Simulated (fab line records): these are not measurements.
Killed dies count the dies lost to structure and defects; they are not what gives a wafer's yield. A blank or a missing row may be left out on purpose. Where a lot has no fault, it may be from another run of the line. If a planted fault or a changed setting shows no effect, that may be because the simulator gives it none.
Which tool was responsible? / flow rit-cmos / 18 wafers from 6 lots sampled at 2 of the route's 202 steps

== WHAT THE GAUGES SHOWED, per wafer ==
RIT_ACTIVE_CD_MEAS_11: the cd target is 1400 nm.
lot=L295; measured=day 1 19:35; on=cd-sem-02; cd-nm (nm)=1395.2 1396.0 1397.9
lot=L299; measured=day 2 15:34; on=cd-sem-02; cd-nm (nm)=1400.4 1401.0 1399.8
lot=L301; measured=day 3 01:34; on=cd-sem-02; cd-nm (nm)=1398.0 1398.3 1399.5
lot=L304; measured=day 3 17:25; on=cd-sem-02; cd-nm (nm)=1400.3 1399.6 1401.6
lot=L306; measured=day 4 02:40; on=cd-sem-01; cd-nm (nm)=1401.2 1402.0 1403.0
lot=L314; measured=day 5 19:32; on=cd-sem-02; cd-nm (nm)=1397.3 1398.6 1399.6

== WHAT TOOL EACH LOT RAN ON (gives the tool, then ch and the chambers of the sampled wafers, and finally the start) ==
lot=L295; RIT_ACTIVE_EXPOSE_08=iline-stepper-02 ch 0, day 1 19:11
lot=L299; RIT_ACTIVE_EXPOSE_08=iline-stepper-01 ch 0, day 2 15:10
lot=L301; RIT_ACTIVE_EXPOSE_08=iline-stepper-01 ch 0, day 3 01:10
lot=L304; RIT_ACTIVE_EXPOSE_08=iline-stepper-01 ch 0, day 3 17:01
lot=L306; RIT_ACTIVE_EXPOSE_08=iline-stepper-01 ch 0, day 4 02:16
lot=L314; RIT_ACTIVE_EXPOSE_08=iline-stepper-01 ch 0, day 5 19:08
- RIT_ACTIVE_EXPOSE_08: exposes mask M1, target cd 1400 nm.

== THE ANSWER, worked out from the rows above alone ==
Rule: the usual values come from the lots themselves. The widest of any qualifying gaps counts: lots, ordered by their means at a reading, are off when they make up no more than a third of the lots, leave a main group of 4 or more, and stand apart from it by 3 or more times the standard deviation of that group's means. Not used: any main group whose means are identical at the precision the tables above print for the reading. Also off: a lot with no number at a reading for which 4 or more lots have one. Any other lot the step has rows for is counted as sound.
Across all readings shown, no lot is off: no conclusion can be drawn from this.

== WHAT HAD BEEN PUT IN BY THE SIMULATOR ==
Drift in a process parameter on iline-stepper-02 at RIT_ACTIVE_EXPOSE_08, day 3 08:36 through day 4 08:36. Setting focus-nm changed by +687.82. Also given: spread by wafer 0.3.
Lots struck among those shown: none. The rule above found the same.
